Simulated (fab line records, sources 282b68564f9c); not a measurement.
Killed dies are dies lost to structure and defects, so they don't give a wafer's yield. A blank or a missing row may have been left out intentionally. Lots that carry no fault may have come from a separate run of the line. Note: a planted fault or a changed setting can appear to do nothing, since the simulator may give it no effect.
Struck lot and sound lot, side by side || flow rit_cmos || 19 out of 202 route steps
Sound: wafers L480.1, L480.4, L480.5. Struck: wafers L491.4, L491.5, L491.6. At the end, the cause is stated.
Each step with rows lists, per side, the tool, then ch with its chambers, then its first start. Under that, the readings that differ: sound wafers || struck wafers || difference of the means || sigmas: that difference in standard deviations of wafers without a fault.
alike: same words and numbers on both sides, and readings whose means sit less than 2 such deviations apart. not compared: any withheld reading, any reading some wafer has no value for, any bound like >300 that may hide the same value, and any number with overlapping values for which the record gives no deviation.
A row with sigmas, a row that says differs or no value, or rows on one side alone: a step with any of these is where the two part. Numbers that don't overlap but have no deviation are shown without sigmas and don't part them. Lack of a reading on every wafer of one side parts them only where that side has two or more wafers.

first, 1 step without rows for these wafers: RIT_SILICIDE_WET_ETCH_00 (etches SiO2 in BOE, target depth 14 nm, time 15 s).
RIT_SILICIDE_SPUTTER_01: material Ti, target thk 30 nm, time 240 s.
  sound on pvd_sputter-04 at day 3 11:03; struck on pvd_sputter-01 at day 5 21:22
  alike: throttle_valve_pct
RIT_SILICIDE_RS_MEAS_02: measures by four-point-probe.
  sound on film_metro-01 at day 3 11:12; struck on film_metro-01 at day 5 21:34
  alike: SILICIDE_TI_RS
RIT_SILICIDE_THK_MEAS_03: measures by xrf.
  sound on film_metro-01 at day 3 11:19; struck on film_metro-01 at day 5 21:40
  alike: SILICIDE_TI_THK
RIT_SILICIDE_RTA_04: time 10 s, ramp up 5 s, ramp down 5 s.
  sound on rtp_anneal-01 ch 0, day 3 11:23; struck on rtp_anneal-02 ch 0, day 5 21:46
  alike: wafer_temp_C_max
then, 1 step without rows for these wafers: RIT_SILICIDE_WET_ETCH_05 (etches Ti in SPM, time 120 s).
RIT_SILICIDE_RTA_06: time 10 s, ramp up 5 s, ramp down 10 s.
  sound on rtp_anneal-02 ch 0, day 3 11:30; struck on rtp_anneal-01 ch 0, day 5 21:54
  alike: wafer_temp_C_max
RIT_CONTACT_CVD_00: deposits SiO2 from TEOS, target thk 400 nm, time 61 s.
  sound on pecvd-04 ch 0,1,2, day 3 11:34; struck on pecvd-03 ch 0,1,2, day 5 21:58
  alike: heater_power_w
RIT_CONTACT_THK_MEAS_01:
  sound on film_metro-04 at day 3 11:37; struck on film_metro-04 at day 5 22:01
  alike: CONTACT_TEOS_THK
then, 3 steps without rows for these wafers: RIT_CONTACT_HMDS_02 (prime time 60 s); RIT_CONTACT_COAT_03 (resist thk 1000 nm); RIT_CONTACT_SOFTBAKE_04 (time 60 s).
RIT_CONTACT_EXPOSE_05: exposes mask M11, target cd 1000 nm.
  sound on iline_stepper-01 ch 0, day 3 12:21; struck on iline_stepper-01 ch 0, day 5 22:33
{"reading": "model.CONTACT.overlay_x_nm (nm)", "sound": "-1.572 -1.572 -1.572", "struck": "128.6 128.6 128.6", "difference": "+130.2", "sigmas": ""}
  alike: mask
then, 2 steps without rows for these wafers: RIT_CONTACT_PEB_06; RIT_CONTACT_DEVELOP_07 (develop time 120 s).
RIT_CONTACT_CD_MEAS_08: the cd target is 1000 nm.
  sound on cd_sem-01 at day 3 12:52; struck on cd_sem-01 at day 5 23:04
  alike: cd_nm
RIT_CONTACT_OVL_MEAS_09:
  sound on overlay-01 at day 3 12:59; struck on overlay-02 at day 5 23:09
{"reading": "CONTACT_OVL (nm)", "sound": "0.0 -1.3 0.1", "struck": "127.9 128.0 128.1", "difference": "+128.4", "sigmas": "+99 or more"}
then, 1 step without rows for these wafers: RIT_CONTACT_HARDBAKE_10 (time 60 s).
RIT_M1_PROBE_99:
  sound on prober-02 at day 3 18:01; struck on prober-01 at day 6 04:20
{"reading": "model.etest.contact_to_gate.bv_right_v (V)", "sound": "90.15 91.66 92.12", "struck": "27.38 27.87 26.31", "difference": -64.12, "sigmas": ""}
{"reading": "model.etest.contact_to_gate.bv_left_v (V)", "sound": "90.04 87.53 90.29", "struck": "152.7 155.7 154.8", "difference": "+65.1", "sigmas": ""}
  alike: killed_at_contacts, killed_at_front_end, killed_dies, killed_on_rim, killed_open, killed_short

WHERE THEY PART
Only at RIT_CONTACT_OVL_MEAS_09, as far as this record shows. Later steps at which nothing parts them and some readings are alike: RIT_M1_PROBE_99.

WHY: what the simulator had put in
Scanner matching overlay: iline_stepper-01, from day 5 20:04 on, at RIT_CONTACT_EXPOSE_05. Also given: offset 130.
